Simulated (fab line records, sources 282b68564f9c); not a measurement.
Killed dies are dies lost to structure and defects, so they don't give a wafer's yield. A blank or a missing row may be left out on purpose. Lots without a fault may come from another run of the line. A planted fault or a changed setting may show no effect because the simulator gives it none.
fab line records | flow rit_cmos
record lots=6 wafers=18 last_day=7
route steps=202 shown PRETRO@72 GATE@75 FOX2@80 REOX@98 NLDD@103 SDANNEAL@155 M1@202
lots that met no fault: from a run of the same line without faults
start_h: hours from the record's first day to the start of the lot's first wafer shown | wait_h: hours since the lot's step before | " the same as in the row above | L1.1+2: a row that stands for several wafers | - no value, or no start given | * or withheld: withheld | < > ~ a bound
route shown NAME@n: a module of which the file shows steps, and the number in the route of the first | usual: mean/standard deviation of fault-free wafers | same: alike in all rows | chamber/n: place in a boat | sites: the reading at each site | _std_site: their standard deviation | _edge_site: outer sites' mean less inner sites' | radius_mm: how far each site lies from the wafer's centre | mask NAME#n: copy n | behind: the tool/chamber that last shaped the wafer | hold: why the lot was held/for how many hours/how that ended | device: the transistor (n, p or np) that didn't switch | end of line: the same wafers' tests at the end of the route | a step without rows: its recipe alone | killed: dies lost to structure and defects at the first sort, not the wafer's yield | map: a wafer's dies, x killed, . not, _ none there
set.NAME: the setting as run; set.NAME@STEP: as run at that earlier step | model.NAME: the simulator's own value behind a step, which no gauge read
lots at some steps of the route; a table a step, a row a wafer
services: from which hour (start_h, from the record's first day; less than 0 if before it) a tool's chamber was out of use, for how many hours, and why
## steps
# step RIT_PRETRO_IMPLANT_08
# recipe species=B energy_kev=45 dose_cm2=1.2e+13 tilt_deg=7
# step RIT_PRETRO_STRIP_09
# recipe chemistry=O2 time_s=180 resist=NOVOLAK platen_temp_c=withheld power_w=500 pressure_mtorr=4000 o2_flow_sccm=4000
# usual drypump_motor_current_A=6.01/0.18
# columns lot.wafer tool chamber start_h wait_h drypump_motor_current_A rf_hours_counter_h
L892.3 plasma_asher-01 0 52.12 0.1 5.91 -
L892.5 " 0 " " 5.91 -
L892.6 " 1 " " 6.17 -
L895.1 plasma_asher-03 1 67.62 0.1 6.31 43
L895.4 " 1 " " 6.29 -
L895.5 " 1 " " 6.29 -
L897.2 plasma_asher-01 1 78.31 0.1 6.19 44
L897.4 " 1 " " 6.14 -
L897.6 " 1 " " 6.12 -
L898.3 plasma_asher-02 0 84.01 0.1 5.96 -
L898.4 " 1 " " 5.76 -
L898.5 " 1 " " 5.73 -
L907.1 plasma_asher-03 1 126.50 0.1 6.30 51
L907.2 " 0 " " 5.89 51
L907.3 " 1 " " 6.27 -
L909.1 plasma_asher-03 1 136.11 0.1 6.27 52
L909.4 " 0 " " 5.88 -
L909.6 " 1 " " 6.29 -
# step RIT_PRETRO_TW_MEAS_10
# usual PRETRO_TW=470/4.1
# columns lot.wafer tool chamber start_h wait_h PRETRO_TW
L892.3 film_metro-04 - 52.25 0.1 468
L892.5 " - " " 470
L892.6 " - " " 471
L895.1 film_metro-04 - 67.80 0.1 470
L895.4 " - " " 471
L895.5 " - " " 468
L897.2 film_metro-04 - 78.49 0.1 467
L897.4 " - " " 469
L897.6 " - " " 465
L898.3 film_metro-04 - 84.14 0.1 469
L898.4 " - " " 465
L898.5 " - " " 467
L907.1 film_metro-02 - 126.68 0.1 474
L907.2 " - " " 473
L907.3 " - " " 474
L909.1 film_metro-03 - 136.28 0.1 473
L909.4 " - " " 474
L909.6 " - " " 474
# step RIT_GATE_WET_ETCH_00
# recipe chemistry=BOE target=SiO2 target_depth_nm=56 time_s=60 dry=n2_spin dilution=10:1 temp_c=21.5
# step RIT_GATE_CLEAN_01
# recipe chemistry=SC1 mix=3:3:50 time_s=600 temp_c=75
# step RIT_GATE_CLEAN_02
# recipe chemistry=dHF dilution=50:1 time_s=30
# step RIT_GATE_CLEAN_03
# recipe chemistry=SC2 mix=3:3:50 time_s=600 temp_c=75 dry=n2_spin
# step RIT_GATE_CLEAN_04
# recipe chemistry=dHF dilution=50:1 time_s=60 dry=n2_spin
# step RIT_FOX2_THK_MEAS_91
# recipe reads=SiO2_of_FOX2_OXIDATION_00
# usual FIELD_OXIDE_LEFT_2_THK=258/6.2
# columns lot.wafer tool chamber start_h wait_h FIELD_OXIDE_LEFT_2_THK[nm]
L892.3 film_metro-03 - 52.73 0.0 252
L892.5 " - " " 255
L892.6 " - " " 259
L895.1 film_metro-04 - 68.27 0.0 258
L895.4 " - " " 259
L895.5 " - " " 254
L897.2 film_metro-03 - 79.01 0.0 251
L897.4 " - " " 247
L897.6 " - " " 251
L898.3 film_metro-04 - 84.62 0.0 265
L898.4 " - " " 260
L898.5 " - " " 263
L907.1 film_metro-03 - 127.17 0.0 263
L907.2 " - " " 265
L907.3 " - " " 272
L909.1 film_metro-04 - 136.78 0.0 265
L909.4 " - " " 266
L909.6 " - " " 271
# step RIT_GATE_OXIDATION_05
# recipe temp_c=900 ambient=O2 target_thk_a=30 ox_time_s=270
# step RIT_GATE_ANNEAL_06
# recipe temp_c=900 time_s=600 ambient=N2O
# step RIT_GATE_THK_MEAS_07
# recipe reads=SiO2_of_GATE_OXIDATION_05
# usual GATE_OXIDE_THK=3.04/0.064
# columns lot.wafer tool chamber start_h wait_h GATE_OXIDE_THK[nm]
L892.3 film_metro-03 - 54.12 0.0 3.00
L892.5 " - " " 3.07
L892.6 " - " " 3.06
L895.1 film_metro-03 - 69.80 0.0 3.08
L895.4 " - " " 3.07
L895.5 " - " " 3.12
L897.2 film_metro-04 - 82.83 0.0 2.94
L897.4 " - " " 2.96
L897.6 " - " " 2.94
L898.3 film_metro-03 - 86.01 0.0 3.09
L898.4 " - " " 2.98
L898.5 " - " " 2.97
L907.1 film_metro-01 - 129.63 0.0 3.08
L907.2 " - " " 3.03
L907.3 " - " " 3.05
L909.1 film_metro-01 - 139.63 0.0 3.11
L909.4 " - " " 3.03
L909.6 " - " " 3.13
# step RIT_GATE_CVD_08
# recipe material=poly-Si target_thk_nm=250 temp_c=610 precursor=SiH4 time_s=2220 pressure_mtorr=300 sih4_flow_sccm=100
# usual zone_power_centre_pct=27.2/2.4
# columns lot.wafer tool chamber start_h wait_h zone_power_centre_pct model.poly-Si_of_GATE_CVD_08.thk_nm
L892.3 lpcvd-01 0 54.16 0.0 27.9 248.5
L892.5 " 0 " " 28.4 248.5
L892.6 " 0 " " 28.1 249.8
L895.1 lpcvd-01 1 71.32 1.5 28.9 248.6
L895.4 " 1 " " 29.0 250.3
L895.5 " 1 " " 28.6 250.6
L897.2 lpcvd-02 0 83.31 0.5 21.9 183.1
L897.4 " 0 " " 21.8 183.4
L897.6 " 0 " " 22.0 182.9
L898.3 lpcvd-02 1 86.05 0.0 26.9 184.2
L898.4 " 1 " " 27.0 181.1
L898.5 " 1 " " 27.6 183.2
L907.1 lpcvd-01 0 129.69 0.1 27.9 246.3
L907.2 " 0 " " 28.2 245.7
L907.3 " 0 " " 28.4 245.7
L909.1 lpcvd-01 0 139.69 0.1 28.5 249.1
L909.4 " 0 " " 28.3 249.6
L909.6 " 0 " " 28.5 247.5
# step RIT_GATE_THK_MEAS_09
# recipe reads=poly-Si_of_GATE_CVD_08
# usual GATE_POLY_THK=247.9/2.1
# columns lot.wafer tool chamber start_h wait_h GATE_POLY_THK[nm]
L892.3 film_metro-01 - 55.81 0.0 248.4
L892.5 " - " " 248.3
L892.6 " - " " 249.8
L895.1 film_metro-04 - 72.94 0.0 248.6
L895.4 " - " " 250.0
L895.5 " - " " 250.7
L897.2 film_metro-01 - 84.93 0.0 183.3
L897.4 " - " " 183.3
L897.6 " - " " 182.9
L898.3 film_metro-01 - 87.69 0.0 184.3
L898.4 " - " " 180.9
L898.5 " - " " 183.4
L907.1 film_metro-03 - 131.31 0.0 246.2
L907.2 " - " " 245.8
L907.3 " - " " 245.6
L909.1 film_metro-01 - 141.30 0.0 249.2
L909.4 " - " " 249.4
L909.6 " - " " 247.4
# step RIT_GATE_HMDS_10
# recipe prime_time_s=60 prime_temp_c=140
# step RIT_GATE_COAT_11
# recipe resist=NOVOLAK spin_rpm=4250 resist_thk_nm=850
# step RIT_GATE_SOFTBAKE_12
# recipe resist=NOVOLAK temp_c=90 time_s=60
# step RIT_GATE_EXPOSE_13
# recipe mask_id=M6 na=0.6 source_shape=conventional sigma_outer=0.6 target_cd_nm=150 dose_mj=380
# step RIT_GATE_PEB_14
# recipe resist=NOVOLAK temp_c=withheld time_s=withheld
# step RIT_GATE_DEVELOP_15
# recipe resist=NOVOLAK develop_time_s=50 dev_temp_c=23
# step RIT_GATE_CD_MEAS_16
# recipe target_cd_nm=150
# usual cd_nm=151.5/2.9
# columns lot.wafer tool chamber start_h wait_h cd_nm
L892.3 cd_sem-02 - 56.85 - 153.5
L892.5 " - " " 152.5
L892.6 " - " " 152.8
L895.1 cd_sem-01 - 73.85 - 149.8
L895.4 " - " " 150.8
L895.5 " - " " 150.6
L897.2 cd_sem-02 - 85.89 - 151.0
L897.4 " - " " 154.8
L897.6 " - " " 156.7
L898.3 cd_sem-01 - 88.74 - 153.0
L898.4 " - " " 152.0
L898.5 " - " " 150.9
L907.1 cd_sem-02 - 132.34 - 152.6
L907.2 " - " " 152.2
L907.3 " - " " 149.9
L909.1 cd_sem-01 - 142.34 - 150.4
L909.4 " - " " 150.3
L909.6 " - " " 150.9
# step RIT_GATE_OVL_MEAS_17
# usual GATE_OVL=0.5/1.6
# columns lot.wafer tool chamber start_h wait_h GATE_OVL[nm]
L892.3 overlay-01 - 56.95 0.1 0.2
L892.5 " - " " 0.5
L892.6 " - " " 2.6
L895.1 overlay-01 - 73.97 0.1 2.6
L895.4 " - " " 3.2
L895.5 " - " " 0.5
L897.2 overlay-02 - 85.99 0.1 -1.2
L897.4 " - " " 0.7
L897.6 " - " " 2.3
L898.3 overlay-02 - 88.83 0.1 0.7
L898.4 " - " " 0.6
L898.5 " - " " 1.8
L907.1 overlay-02 - 132.46 0.1 -0.4
L907.2 " - " " -2.3
L907.3 " - " " -1.3
L909.1 overlay-01 - 142.46 0.1 -1.5
L909.4 " - " " -2.3
L909.6 " - " " 0.6
# step RIT_GATE_HARDBAKE_18
# recipe resist=NOVOLAK temp_c=140 time_s=60
# step RIT_GATE_ETCH_19
# recipe chemistry=SF6/CHF3/O2 time_s=165 SF6_flow_sccm=30 CHF3_flow_sccm=30 O2_flow_sccm=5 target=poly-Si pressure_mtorr=40 rf_w=160 target_depth_a=3125 over_etch_frac=0.25 stop_on=SiO2
# usual drypump_motor_current_A=5.4/0.39 he_backside_leak_sccm=2.6/0.39 oes_product_au=0.837/0.013 throttle_valve_pct=10.21/0.12
# columns lot.wafer tool chamber start_h wait_h drypump_motor_current_A he_backside_leak_sccm oes_product_au rf_hours_counter_h throttle_valve_pct model.etch.depth_nm model.GATE.feature_depth_nm
L892.3 rie_si-02 3 57.12 0.1 4.9 2.9 0.827 11 10.44 248.5 248.5
L892.5 " 3 " " 4.9 2.9 0.835 - 10.43 248.5 248.5
L892.6 " 2 " " 6.0 2.5 0.857 - 10.10 249.8 249.8
L895.1 rie_si-01 1 74.16 0.1 5.8 2.4 0.844 7 10.27 248.6 248.6
L895.4 " 2 " " 5.0 2.6 0.826 43 10.29 250.3 250.3
L895.5 " 0 " " 5.1 3.2 0.830 - 10.26 250.6 250.6
L897.2 rie_si-01 1 86.17 0.1 5.8 2.4 0.685 7 10.28 183.1 183.1
L897.4 " 2 " " 4.9 2.9 0.667 43 10.29 183.4 183.4
L897.6 " 2 " " 4.9 2.8 0.667 - 10.30 182.9 182.9
L898.3 rie_si-02 3 89.12 0.1 4.9 3.0 0.678 11 10.43 184.2 184.2
L898.4 " 0 " " 5.6 2.4 0.695 59 10.03 181.1 181.1
L898.5 " 2 " " 6.0 2.3 0.690 - 10.08 183.2 183.2
L907.1 rie_si-01 2 132.67 0.1 4.9 2.7 0.814 44 10.29 246.3 246.3
L907.2 " 0 " " 5.1 3.6 0.824 40 10.26 245.7 245.7
L907.3 " 3 " " 5.2 2.3 0.844 105 10.18 245.7 245.7
L909.1 rie_si-01 2 142.69 0.1 5.0 2.6 0.824 44 10.29 249.1 249.1
L909.4 " 1 " " 5.8 2.4 0.844 7 10.29 249.6 249.6
L909.6 " 1 " " 5.8 2.4 0.849 - 10.28 247.5 247.5
# step RIT_GATE_STRIP_20
# recipe chemistry=O2 time_s=180 resist=NOVOLAK platen_temp_c=withheld power_w=500 pressure_mtorr=4000 o2_flow_sccm=4000
# usual drypump_motor_current_A=6.0/0.47
# columns lot.wafer tool chamber start_h wait_h drypump_motor_current_A rf_hours_counter_h
L892.3 plasma_asher-04 0 57.29 0.1 6.8 -
L892.5 " 1 " " 5.5 -
L892.6 " 0 " " 6.8 -
L895.1 plasma_asher-02 1 74.26 0.1 5.7 42
L895.4 " 0 " " 6.0 -
L895.5 " 1 " " 5.8 -
L897.2 plasma_asher-04 1 86.28 0.1 5.5 30
L897.4 " 1 " " 5.5 -
L897.6 " 0 " " 6.8 -
L898.3 plasma_asher-04 0 89.29 0.1 6.8 -
L898.4 " 1 " " 5.4 -
L898.5 " 0 " " 6.8 -
L907.1 plasma_asher-02 1 132.78 0.1 5.7 51
L907.2 " 0 " " 5.9 51
L907.3 " 1 " " 5.7 -
L909.1 plasma_asher-04 0 142.80 0.1 6.8 38
L909.4 " 0 " " 6.8 -
L909.6 " 1 " " 5.5 -
# step RIT_GATE_CD_MEAS_90
# recipe target_cd_nm=150
# usual cd_nm=151.5/2.9
# columns lot.wafer tool chamber start_h wait_h cd_nm
L892.3 cd_sem-02 - 57.44 0.1 153.3
L892.5 " - " " 152.3
L892.6 " - " " 153.2
L895.1 cd_sem-02 - 74.44 0.1 149.7
L895.4 " - " " 150.6
L895.5 " - " " 150.3
L897.2 cd_sem-01 - 86.48 0.1 151.2
L897.4 " - " " 154.6
L897.6 " - " " 156.4
L898.3 cd_sem-02 - 89.45 0.1 152.9
L898.4 " - " " 152.0
L898.5 " - " " 150.5
L907.1 cd_sem-02 - 132.95 0.1 152.1
L907.2 " - " " 152.1
L907.3 " - " " 149.9
L909.1 cd_sem-01 - 142.98 0.1 150.4
L909.4 " - " " 150.6
L909.6 " - " " 151.1
# step RIT_REOX_CLEAN_00
# recipe chemistry=SC1 mix=3:3:50 time_s=600 temp_c=75
# step RIT_REOX_CLEAN_01
# recipe chemistry=dHF dilution=50:1 time_s=30
# step RIT_REOX_CLEAN_02
# recipe chemistry=SC2 mix=3:3:50 time_s=600 temp_c=75 dry=n2_spin
# step RIT_REOX_OXIDATION_03
# recipe temp_c=900 ambient=O2 target_thk_a=252 ox_time_s=5580
# step RIT_REOX_THK_MEAS_04
# recipe reads=SiO2_of_REOX_OXIDATION_03
# usual REOX_OXIDE_THK=25.2/0.47
# columns lot.wafer tool chamber start_h wait_h REOX_OXIDE_THK[nm]
L892.3 film_metro-02 - 61.07 0.0 25.5
L892.5 " - " " 25.5
L892.6 " - " " 25.0
L895.1 film_metro-01 - 77.63 0.0 25.0
L895.4 " - " " 25.4
L895.5 " - " " 25.0
L897.2 film_metro-02 - 89.50 0.0 25.5
L897.4 " - " " 25.2
L897.6 " - " " 24.9
L898.3 film_metro-04 - 92.53 0.0 26.3
L898.4 " - " " 26.0
L898.5 " - " " 26.2
L907.1 film_metro-01 - 136.02 0.0 25.4
L907.2 " - " " 25.6
L907.3 " - " " 25.3
L909.1 film_metro-02 - 146.01 0.0 25.9
L909.4 " - " " 25.7
L909.6 " - " " 25.5
# step RIT_NLDD_HMDS_00
# recipe prime_time_s=60 prime_temp_c=140
# step RIT_NLDD_COAT_01
# recipe resist=NOVOLAK spin_rpm=3250 resist_thk_nm=1000
# step RIT_NLDD_SOFTBAKE_02
# recipe resist=NOVOLAK temp_c=90 time_s=60
# step RIT_NLDD_EXPOSE_03
# recipe mask_id=M7 na=0.57 target_cd_nm=40700 dose_mj=250
# step RIT_NLDD_PEB_04
# recipe resist=NOVOLAK temp_c=withheld time_s=withheld
# step RIT_NLDD_DEVELOP_05
# recipe resist=NOVOLAK develop_time_s=50 dev_temp_c=23
# step RIT_NLDD_OVL_MEAS_06
# usual NLDD_OVL=0.6/1.5
# columns lot.wafer tool chamber start_h wait_h NLDD_OVL[nm]
L892.3 overlay-02 - 62.29 - 0.2
L892.5 " - " " -1.0
L892.6 " - " " 2.6
L895.1 overlay-01 - 78.90 - 0.6
L895.4 " - " " 1.6
L895.5 " - " " 0.2
L897.2 overlay-01 - 90.58 - 1.2
L897.4 " - " " -0.2
L897.6 " - " " 1.0
L898.3 overlay-02 - 93.43 - 0.6
L898.4 " - " " 3.2
L898.5 " - " " -0.6
L907.1 overlay-02 - 137.05 - -1.4
L907.2 " - " " 1.2
L907.3 " - " " -0.2
L909.1 overlay-02 - 147.27 - 1.7
L909.4 " - " " 1.2
L909.6 " - " " 3.5
# step RIT_NLDD_HARDBAKE_07
# recipe resist=NOVOLAK temp_c=140 time_s=60
# step RIT_NLDD_IMPLANT_08
# recipe species=P energy_kev=20 dose_cm2=5e+14 tilt_deg=7
# step RIT_NLDD_STRIP_09
# recipe chemistry=O2 time_s=180 resist=NOVOLAK platen_temp_c=withheld power_w=500 pressure_mtorr=4000 o2_flow_sccm=4000
# usual drypump_motor_current_A=6.1/0.48
# columns lot.wafer tool chamber start_h wait_h drypump_motor_current_A rf_hours_counter_h
L892.3 plasma_asher-01 1 62.67 0.1 6.1 -
L892.5 " 0 " " 5.9 -
L892.6 " 1 " " 6.1 -
L895.1 plasma_asher-03 0 79.24 0.1 5.9 44
L895.4 " 0 " " 5.9 -
L895.5 " 0 " " 5.9 -
L897.2 plasma_asher-03 0 90.91 0.1 5.9 45
L897.4 " 1 " " 6.3 -
L897.6 " 1 " " 6.3 -
L898.3 plasma_asher-03 0 93.81 0.1 5.9 -
L898.4 " 1 " " 6.3 -
L898.5 " 0 " " 5.9 -
L907.1 plasma_asher-04 1 137.39 0.1 5.5 37
L907.2 " 0 " " 6.8 37
L907.3 " 1 " " 5.5 -
L909.1 plasma_asher-01 0 147.60 0.1 6.0 1
L909.4 " 1 " " 6.1 -
L909.6 " 1 " " 6.1 -
# step RIT_NLDD_TW_MEAS_10
# usual NLDD_TW=2473/26
# columns lot.wafer tool chamber start_h wait_h NLDD_TW
L892.3 film_metro-03 - 62.81 0.1 2478
L892.5 " - " " 2485
L892.6 " - " " 2500
L895.1 film_metro-01 - 79.41 0.1 2447
L895.4 " - " " 2420
L895.5 " - " " 2437
L897.2 film_metro-03 - 91.09 0.1 2511
L897.4 " - " " 2513
L897.6 " - " " 2498
L898.3 film_metro-03 - 93.95 0.1 2495
L898.4 " - " " 2494
L898.5 " - " " 2490
L907.1 film_metro-03 - 137.57 0.1 2469
L907.2 " - " " 2506
L907.3 " - " " 2499
L909.1 film_metro-01 - 147.78 0.1 2447
L909.4 " - " " 2449
L909.6 " - " " 2447
# step RIT_SDANNEAL_CLEAN_02
# recipe chemistry=SC2 mix=3:3:50 time_s=600 temp_c=75 dry=n2_spin
# columns lot.wafer tool chamber start_h wait_h model.poly-Si_of_GATE_CVD_08.thk_nm
L892.3 wet_bench-03 1 70.44 0.0 161.2
L892.5 " 1 " " 162.4
L892.6 " 1 " " 162
L895.1 wet_bench-02 2 86.81 0.0 160.4
L895.4 " 2 " " 163.4
L895.5 " 2 " " 163.5
L897.2 wet_bench-03 0 98.82 0.0 95.81
L897.4 " 0 " " 95.42
L897.6 " 0 " " 95.88
L898.3 wet_bench-01 2 101.45 0.0 95.65
L898.4 " 2 " " 94.58
L898.5 " 2 " " 95.22
L907.1 wet_bench-03 0 144.97 0.0 159.3
L907.2 " 0 " " 159.1
L907.3 " 0 " " 159.6
L909.1 wet_bench-01 1 154.91 0.0 160.7
L909.4 " 1 " " 162.6
L909.6 " 1 " " 160.5
# step RIT_M1_PROBE_99
# usual killed_at_contacts=0.1/0.38 killed_at_front_end=6.9/2.9 killed_dies=7.1/3 killed_open=3.5/2.1 killed_short=3.5/2
# same gross_dies=264 killed_at_M0_to_M3=0 killed_at_M4_up=0 killed_at_back_side=0 killed_at_other=0
# columns lot.wafer tool chamber start_h wait_h killed_at_contacts killed_at_front_end killed_dies killed_open killed_short
L892.3 prober-02 - 78.40 0.2 1 9 10 5 5
L892.5 prober-02 - 78.50 0.2 0 3 3 3 0
L892.6 prober-02 - 78.55 0.2 0 5 5 3 2
L907.1 prober-02 - 152.84 0.1 0 14 14 5 9
L907.2 prober-02 - 152.89 0.1 0 10 10 6 4
L907.3 prober-02 - 152.94 0.2 0 8 8 5 3
L909.1 prober-02 - 162.50 0.1 0 3 3 1 2
L909.4 prober-02 - 162.65 0.2 1 10 11 3 8
L909.6 prober-02 - 162.75 0.2 0 8 8 4 4
# killed by level:class
L892.3 SILICIDE:geometric_particle:short=4 GATE:geometric_particle:open=3 FOX1:geometric_particle:open=1 REOX:geometric_particle:open=1 CONTACT:geometric_particle:short=1
L892.5 REOX:geometric_particle:open=2 FOX2:geometric_particle:open=1
L892.6 FOX1:geometric_particle:open=3 FOX1:geometric_particle:short=1 SPACER:geometric_particle:short=1
L907.1 GATE:geometric_particle:short=4 SPACER:geometric_particle:short=4 REOX:geometric_particle:open=2 SPACER:geometric_particle:open=2 FOX2:geometric_particle:open=1 REOX:geometric_particle:short=1
L907.2 REOX:geometric_particle:short=3 REOX:geometric_particle:open=3 GATE:geometric_particle:open=2 FOX1:geometric_particle:open=1 FOX2:geometric_particle:short=1
L907.3 GATE:geometric_particle:open=4 FOX1:geometric_particle:open=1 FOX1:geometric_particle:short=1 GATE:geometric_particle:short=1 REOX:geometric_particle:short=1
L909.1 GATE:geometric_particle:short=1 GATE:geometric_particle:open=1 SILICIDE:geometric_particle:short=1
L909.4 GATE:geometric_particle:short=3 SPACER:geometric_particle:short=2 FOX1:geometric_particle:open=1 FOX1:geometric_particle:short=1 FOX2:geometric_particle:short=1 FOX2:geometric_particle:open=1 REOX:geometric_particle:short=1 CONTACT:geometric_particle:open=1
L909.6 GATE:geometric_particle:short=3 GATE:geometric_particle:open=2 FOX1:geometric_particle:open=1 SILICIDE:geometric_particle:open=1 SILICIDE:geometric_particle:short=1
## services
# columns tool chamber start_h hours kind
lpcvd-01 - 33.53 0.8 pm
lpcvd-02 - 34.54 0.7 repair
wet_bench-03 - 44.06 2.1 repair
plasma_asher-03 - 45.70 3.9 repair
lpcvd-02 - 58.56 14.6 pm
plasma_asher-04 - 67.36 4.3 pm
wet_bench-01 - 69.82 7.1 repair
plasma_asher-01 - 86.36 44.0 repair
rie_si-01 2 89.48 2.6 repair
rie_si-02 0 125.94 41.4 repair
plasma_asher-01 - 130.40 9.0 pm
plasma_asher-01 0 130.40 9.0 vent_cycle
plasma_asher-01 1 130.40 9.0 vent_cycle
plasma_asher-01 0 139.40 - clean
plasma_asher-01 1 139.40 - clean
plasma_asher-03 - 142.21 2.9 repair
rie_si-02 2 144.82 1.8 repair
## key
first_sign step=RIT_GATE_THK_MEAS_09 reading=GATE_POLY_THK direction=down sigmas=31 usual=247.9 struck=183.0
effect step=RIT_GATE_ETCH_19 reading=oes_product_au direction=down sigmas=12 usual=0.837 struck=0.680
model_effect step=RIT_GATE_CVD_08 value=poly-Si_of_GATE_CVD_08.thk_nm without=248.1 struck=183
model_effect step=RIT_GATE_ETCH_19 value=etch.depth_nm without=248.1 struck=183
model_effect step=RIT_SDANNEAL_CLEAN_02 value=poly-Si_of_GATE_CVD_08.thk_nm without=160.5 struck=95.42
met_at RIT_GATE_CVD_08
struck_wafers L897.2,L897.4,L897.6,L898.3,L898.4,L898.5
tester_left_out L897,L898
fault kind=process_parameter_drift tool=lpcvd-02 chamber=- onset_h=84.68 steps=RIT_GATE_CVD_08 channel=target_thk_nm offset=-65.116 shape=step end_h=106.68 acts_in=these_recipes_only stated=250
# tester_left_out: of these lots the tester's yield and bins aren't shown, on N5 and GAA mostly nor the transistor test; their killed dies are dies lost to structure and defects alone, not to doping, threshold or leakage, so they don't give the yield
